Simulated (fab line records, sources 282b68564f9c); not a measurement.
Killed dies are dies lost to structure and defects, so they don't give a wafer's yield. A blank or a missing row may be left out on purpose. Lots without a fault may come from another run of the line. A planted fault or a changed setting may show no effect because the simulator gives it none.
Which tool did it? | flow rit_cmos | 14 lots, 42 wafers sampled, at 3 steps of a route of 202

WHAT THE GAUGES READ, wafer by wafer
RIT_NSD_TW_MEAS_10. Usual: NSD_TW 3103, standard deviation 32.
lot  | measured    | on            | NSD_TW         | flag
L448 | day 3 03:14 | film_metro-03 | 3061 3064 3074 |
L449 | day 3 09:02 | film_metro-04 | 3097 3115 3119 |
L450 | day 3 10:56 | film_metro-02 | 3141 3133 3135 |
L451 | day 3 15:14 | film_metro-03 | 3065 3073 3066 |
L453 | day 4 05:03 | film_metro-03 | 3075 3059 3066 |
L455 | day 4 16:40 | film_metro-03 | 3057 3061 3062 |
L456 | day 4 20:22 | film_metro-04 | 3154 3142 3140 |
L457 | day 5 03:50 | film_metro-03 | 3089 3087 3087 |
L459 | day 5 11:28 | film_metro-04 | 3113 3096 3097 |
L460 | day 5 16:39 | film_metro-02 | 3130 3136 3131 |
L461 | day 5 21:35 | film_metro-03 | 3088 3078 3094 |
L467 | day 7 00:58 | film_metro-02 | 3374 3375 3377 | OFF
L469 | day 7 12:03 | film_metro-02 | 3351 3359 3353 | OFF
L471 | day 7 23:08 | film_metro-02 | 3137 3148 3143 |

RIT_SDANNEAL_RS_MEAS_05: measures by four-point-probe. Usual: NSD_RS 84.49 ohm/sq, standard deviation 0.26.
lot  | measured    | on            | NSD_RS (ohm/sq)   | flag
L448 | day 3 05:28 | film_metro-03 | 84.46 84.97 84.85 |
L449 | day 3 11:04 | film_metro-03 | 84.59 84.37 84.44 |
L450 | day 3 12:59 | film_metro-03 | 84.22 84.14 84.31 |
L451 | day 3 17:17 | film_metro-04 | 84.40 84.55 84.63 |
L453 | day 4 07:13 | film_metro-04 | 84.80 84.59 84.50 |
L455 | day 4 18:50 | film_metro-02 | 84.85 84.66 84.30 |
L456 | day 4 22:24 | film_metro-02 | 84.09 84.53 84.21 |
L457 | day 5 05:53 | film_metro-04 | 84.96 84.99 84.79 |
L459 | day 5 13:31 | film_metro-02 | 84.65 84.33 84.56 |
L460 | day 5 18:43 | film_metro-03 | 84.44 84.86 84.49 |
L461 | day 5 23:46 | film_metro-02 | 84.58 84.43 84.61 |
L467 | day 7 03:13 | film_metro-02 | 64.21 64.16 64.16 | OFF
L469 | day 7 14:05 | film_metro-03 | 64.38 64.44 64.22 | OFF
L471 | day 8 01:19 | film_metro-03 | 84.43 84.34 84.37 |

WHICH TOOL RAN EACH LOT (tool, then ch and the chambers of the sampled wafers, then the start)
lot  | RIT_NSD_IMPLANT_08
L448 | implanter-03 ch 0, day 3 02:56
L449 | implanter-01 ch 0, day 3 08:43
L450 | implanter-01 ch 0, day 3 10:37
L451 | implanter-03 ch 0, day 3 14:55
L453 | implanter-02 ch 0, day 4 04:44
L455 | implanter-03 ch 0, day 4 16:22
L456 | implanter-03 ch 0, day 4 20:03
L457 | implanter-01 ch 0, day 5 03:31
L459 | implanter-03 ch 0, day 5 11:08
L460 | implanter-02 ch 0, day 5 16:22
L461 | implanter-03 ch 0, day 5 21:18
L467 | implanter-01 ch 0, day 7 00:39
L469 | implanter-01 ch 0, day 7 11:44
L471 | implanter-03 ch 0, day 7 22:49
- RIT_NSD_IMPLANT_08

WHAT THE TOOLS THEMSELVES READ (means of the sampled wafers that have a number; where no wafer has one, the mark that the record gives instead)
RIT_NSD_IMPLANT_08. Usual: beam_on_s 9.98 s, standard deviation 0.19; faraday_current_uA 3141, standard deviation 59.
lot  | tool         | beam_on_s (s) | faraday_current_uA | flag
L448 | implanter-03 | 10.00         | 3124               |
L449 | implanter-01 | 10.04         | 3118               |
L450 | implanter-01 | 10.10         | 3105               |
L451 | implanter-03 | 10.19         | 3066               |
L453 | implanter-02 | 9.94          | 3152               |
L455 | implanter-03 | 9.94          | 3149               |
L456 | implanter-03 | 10.12         | 3100               |
L457 | implanter-01 | 9.78          | 3206               |
L459 | implanter-03 | 10.07         | 3114               |
L460 | implanter-02 | 9.99          | 3125               |
L461 | implanter-03 | 10.13         | 3098               |
L467 | implanter-01 | 14.31         | 2194               | OFF
L469 | implanter-01 | 14.07         | 2234               | OFF
L471 | implanter-03 | 9.88          | 3175               |

THE ANSWER, worked out from the rows above alone
Rule: a lot is off if the mean of its wafers that have a number lies more than 3 standard deviations from the usual mean. A lot without any number at a reading at which 4 lots or more have one is off too. The other lots that the step has rows for count as sound. The gauges are gone through in route order, then the tools' own readings, and for those a lot's mean is taken as printed above. The first step at which some lot is off is used, and at that step the reading that is off furthest; a lot without a number counts as furthest.
Off: L467, L469, at RIT_NSD_TW_MEAS_10 (NSD_TW).
A tool fits if, at a process step before that reading, it ran every lot that is off, and no sound lot after the first of them. The gauges at RIT_NSD_TW_MEAS_10 aren't tried: what is off there is off at RIT_NSD_IMPLANT_08 too, on other tools, and a gauge's error can't cause that. One fits: implanter-01 at RIT_NSD_IMPLANT_08. Its last sound lot is L457 (day 5 03:31), its first lot that is off L467 (day 7 00:39): a fault that began between those two fits.
The tool's own readings at RIT_NSD_IMPLANT_08 bear it out: on the lots that are off they differ by more than 5 times the standard deviation of the sound lots' means. beam_on_s reads 14.19 s there against 10.02 s on the sound lots; faraday_current_uA reads 2214 there against 3128 on the sound lots.

WHAT THE SIMULATOR HAD PUT IN
Process parameter drift: implanter-01, from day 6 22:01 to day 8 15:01, at RIT_NSD_IMPLANT_08. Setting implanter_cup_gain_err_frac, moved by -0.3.
Lots struck among those shown: L467, L469. The rule above found the same.
